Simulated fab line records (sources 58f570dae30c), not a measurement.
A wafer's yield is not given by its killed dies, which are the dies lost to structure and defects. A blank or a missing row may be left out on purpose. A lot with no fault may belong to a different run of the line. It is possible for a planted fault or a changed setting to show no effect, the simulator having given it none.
Split-lot experiment / flow berkeley_cmos170 / on a route of 331 steps: 5 lots, 23 wafers read

THE SPLIT
At UCB170_M1_SPUTTER_00 (material Al, target thk 600 nm, time 80 s), the setting power_w was moved away from the recipe's 6000 W on 4 of the 23 wafers read, by -11.9% to +9.9%. All remaining wafers had this setting at the recipe value.

FROM SPLIT TO READING: 1 step shown by the file between the two
- UCB170_M1_RS_MEAS_01: measures by four-point-probe

THE READING
M1_AL_THK, in nm, at UCB170_M1_THK_MEAS_02 (measures by xrf). On this fab line, fault-free wafers typically give 590 nm with a standard deviation of 8.1 nm.

wafer=L074.2; tool, chamber at the split=pvd_sputter-04, -; power_w as run, W=6000; against the recipe=recipe; M1_AL_THK, nm=591; against lot-mates on the recipe=-
wafer=L074.3; tool, chamber at the split=pvd_sputter-04, -; power_w as run, W=6000; against the recipe=recipe; M1_AL_THK, nm=583; against lot-mates on the recipe=-
wafer=L074.4; tool, chamber at the split=pvd_sputter-04, -; power_w as run, W=6000; against the recipe=recipe; M1_AL_THK, nm=582; against lot-mates on the recipe=-
wafer=L078.1; tool, chamber at the split=pvd_sputter-01, -; power_w as run, W=6000; against the recipe=recipe; M1_AL_THK, nm=577; against lot-mates on the recipe=-
wafer=L078.2; tool, chamber at the split=pvd_sputter-01, -; power_w as run, W=6596; against the recipe=+9.9%; M1_AL_THK, nm=635; against lot-mates on the recipe=+56
wafer=L078.3; tool, chamber at the split=pvd_sputter-01, -; power_w as run, W=6000; against the recipe=recipe; M1_AL_THK, nm=584; against lot-mates on the recipe=-
wafer=L078.5; tool, chamber at the split=pvd_sputter-01, -; power_w as run, W=6596; against the recipe=+9.9%; M1_AL_THK, nm=644; against lot-mates on the recipe=+65
wafer=L078.6; tool, chamber at the split=pvd_sputter-01, -; power_w as run, W=6000; against the recipe=recipe; M1_AL_THK, nm=575; against lot-mates on the recipe=-
wafer=L077.1; tool, chamber at the split=pvd_sputter-04, -; power_w as run, W=6000; against the recipe=recipe; M1_AL_THK, nm=591; against lot-mates on the recipe=-
wafer=L077.2; tool, chamber at the split=pvd_sputter-04, -; power_w as run, W=6000; against the recipe=recipe; M1_AL_THK, nm=602; against lot-mates on the recipe=-
wafer=L077.3; tool, chamber at the split=pvd_sputter-04, -; power_w as run, W=6000; against the recipe=recipe; M1_AL_THK, nm=599; against lot-mates on the recipe=-
wafer=L077.4; tool, chamber at the split=pvd_sputter-04, -; power_w as run, W=6000; against the recipe=recipe; M1_AL_THK, nm=597; against lot-mates on the recipe=-
wafer=L077.6; tool, chamber at the split=pvd_sputter-04, -; power_w as run, W=6000; against the recipe=recipe; M1_AL_THK, nm=598; against lot-mates on the recipe=-
wafer=L079.1; tool, chamber at the split=pvd_sputter-01, -; power_w as run, W=6000; against the recipe=recipe; M1_AL_THK, nm=589; against lot-mates on the recipe=-
wafer=L079.2; tool, chamber at the split=pvd_sputter-01, -; power_w as run, W=6000; against the recipe=recipe; M1_AL_THK, nm=579; against lot-mates on the recipe=-
wafer=L079.4; tool, chamber at the split=pvd_sputter-01, -; power_w as run, W=6000; against the recipe=recipe; M1_AL_THK, nm=586; against lot-mates on the recipe=-
wafer=L079.5; tool, chamber at the split=pvd_sputter-01, -; power_w as run, W=6000; against the recipe=recipe; M1_AL_THK, nm=581; against lot-mates on the recipe=-
wafer=L079.6; tool, chamber at the split=pvd_sputter-01, -; power_w as run, W=6000; against the recipe=recipe; M1_AL_THK, nm=579; against lot-mates on the recipe=-
wafer=L083.1; tool, chamber at the split=pvd_sputter-01, -; power_w as run, W=5287; against the recipe=-11.9%; M1_AL_THK, nm=527; against lot-mates on the recipe=-76
wafer=L083.2; tool, chamber at the split=pvd_sputter-01, -; power_w as run, W=5287; against the recipe=-11.9%; M1_AL_THK, nm=527; against lot-mates on the recipe=-76
wafer=L083.3; tool, chamber at the split=pvd_sputter-01, -; power_w as run, W=6000; against the recipe=recipe; M1_AL_THK, nm=603; against lot-mates on the recipe=-
wafer=L083.4; tool, chamber at the split=pvd_sputter-01, -; power_w as run, W=6000; against the recipe=recipe; M1_AL_THK, nm=599; against lot-mates on the recipe=-
wafer=L083.5; tool, chamber at the split=pvd_sputter-01, -; power_w as run, W=6000; against the recipe=recipe; M1_AL_THK, nm=607; against lot-mates on the recipe=-

THE FIT
A straight line over all 23 wafers: M1_AL_THK changes by +5.17 nm for each +1% of power_w; r = +0.94; the points scatter about the line by 9.3 nm.
The same after taking each lot's own level away (the mean of its wafers on the recipe; 23 wafers): +6.28 nm for each +1%; r = +0.99; scatter 3.9 nm.
According to that fit, moving power_w by its largest amount changes the reading by 75 nm.
Measured against the standard deviation above, the lots' own levels, which go from 578.7 to 603.0 nm, span 3.0 times it.
So the slope is not independent of the lot-to-lot level: the two fits are not the same.
Check: with one of the wafers moved furthest among these (-11.9%) left out of the fit, the line predicts -74.4 nm for it against its lot-mates. Against them it came out at -76 nm.

THE OTHER SPLITS THESE WAFERS WENT THROUGH
These wafers also went through other splits before the reading. Each is held against what the fit with the lots' levels taken away leaves over:
other split on the same wafers=UCB170_NSD_PEB_04 peb_temp_c; wafers away from the commonest value=6; r with M1_AL_THK (lot level and that fit taken away)=+0.08
other split on the same wafers=UCB170_BACKSIDE_COAT_01 spin_rpm; wafers away from the commonest value=4; r with M1_AL_THK (lot level and that fit taken away)=-0.33
other split on the same wafers=UCB170_SDANNEAL_RTA_01 time_s; wafers away from the commonest value=6; r with M1_AL_THK (lot level and that fit taken away)=-0.07
other split on the same wafers=UCB170_CONTACT_CVD_01 temp_c; wafers away from the commonest value=15; r with M1_AL_THK (lot level and that fit taken away)=-0.02

THE WHOLE CHAIN: every reading that the file lists as answering this split, in the file's order
step=UCB170_M1_SPUTTER_00; what it does=material Al, target thk 600 nm, time 80 s; reading=Al_of_M1_SPUTTER_00.thk_nm (the simulator's own value, which no gauge read); change (the file's fit)=+6.19 nm for each +1% of the setting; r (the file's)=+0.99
step=UCB170_M1_RS_MEAS_01; what it does=measures by four-point-probe; reading=M1_AL_RS; change (the file's fit)=-0.000533 for each +1% of the setting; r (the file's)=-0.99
step=UCB170_M1_THK_MEAS_02; what it does=measures by xrf; reading=M1_AL_THK; change (the file's fit)=+6.28 for each +1% of the setting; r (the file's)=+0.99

THE FILE'S OWN FIT
M1_AL_THK changes by +6.28 nm for each +1% of power_w, r = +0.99.
